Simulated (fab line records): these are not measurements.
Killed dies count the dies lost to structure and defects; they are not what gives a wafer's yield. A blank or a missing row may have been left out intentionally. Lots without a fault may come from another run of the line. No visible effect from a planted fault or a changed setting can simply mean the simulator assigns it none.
The tool behind it: which one? + flow rit_cmos + 21 wafers from 7 lots sampled at 2 of the route's 202 steps

== WHAT THE GAUGES SHOWED, per wafer ==
RIT_NRETRO_OVL_MEAS_06.
| lot  | measured    | on         | NRETRO_OVL (nm) |
|------|-------------|------------|-----------------|
| L149 | day 2 10:52 | overlay-01 | -1.7 1.9 0.7    |
| L152 | day 3 03:34 | overlay-02 | 1.3 0.2 1.7     |
| L155 | day 3 22:08 | overlay-02 | 1.0 0.5 2.6     |
| L159 | day 4 13:38 | overlay-01 | 0.6 2.4 0.4     |
| L161 | day 4 23:17 | overlay-01 | 2.8 2.1 3.1     |
| L163 | day 5 09:21 | overlay-01 | 0.0 -1.8 -0.1   |
| L170 | day 6 20:02 | overlay-02 | -1.4 -0.9 0.3   |

== WHAT TOOL EACH LOT RAN ON (gives the tool, then ch and the chambers of the sampled wafers, and finally the start) ==
| lot  | RIT_ACTIVE_STRIP_14                 |
|------|-------------------------------------|
| L149 | plasma_asher-01 ch 0,1, day 1 20:41 |
| L152 | plasma_asher-01 ch 0,1, day 2 11:38 |
| L155 | plasma_asher-03 ch 0,1, day 3 03:14 |
| L159 | plasma_asher-03 ch 0, day 3 22:53   |
| L161 | plasma_asher-02 ch 0,1, day 4 08:44 |
| L163 | plasma_asher-03 ch 0,1, day 4 18:11 |
| L170 | plasma_asher-01 ch 0,1, day 6 06:07 |
- RIT_ACTIVE_STRIP_14: strips in O2, time 180 s.

== THE ANSWER, worked out from the rows above alone ==
Rule: the usual values come from the lots themselves. Put in order of their means at a reading, lots are off if they are a third of the lots or fewer, leave a main group of 4 or more, and stand apart from it by a gap of 3 or more times the standard deviation of the main group's means; of several such gaps the widest counts. A main group whose means are all the same, to the digits that the tables above print for the reading, isn't used. A lot without any number at a reading at which 4 lots or more have one is off too. Where the step has rows for the other lots, those lots are counted as sound.
No lot is off at any reading shown: from this, nothing can be told.

== WHAT THE SIMULATOR HAD PUT IN ==
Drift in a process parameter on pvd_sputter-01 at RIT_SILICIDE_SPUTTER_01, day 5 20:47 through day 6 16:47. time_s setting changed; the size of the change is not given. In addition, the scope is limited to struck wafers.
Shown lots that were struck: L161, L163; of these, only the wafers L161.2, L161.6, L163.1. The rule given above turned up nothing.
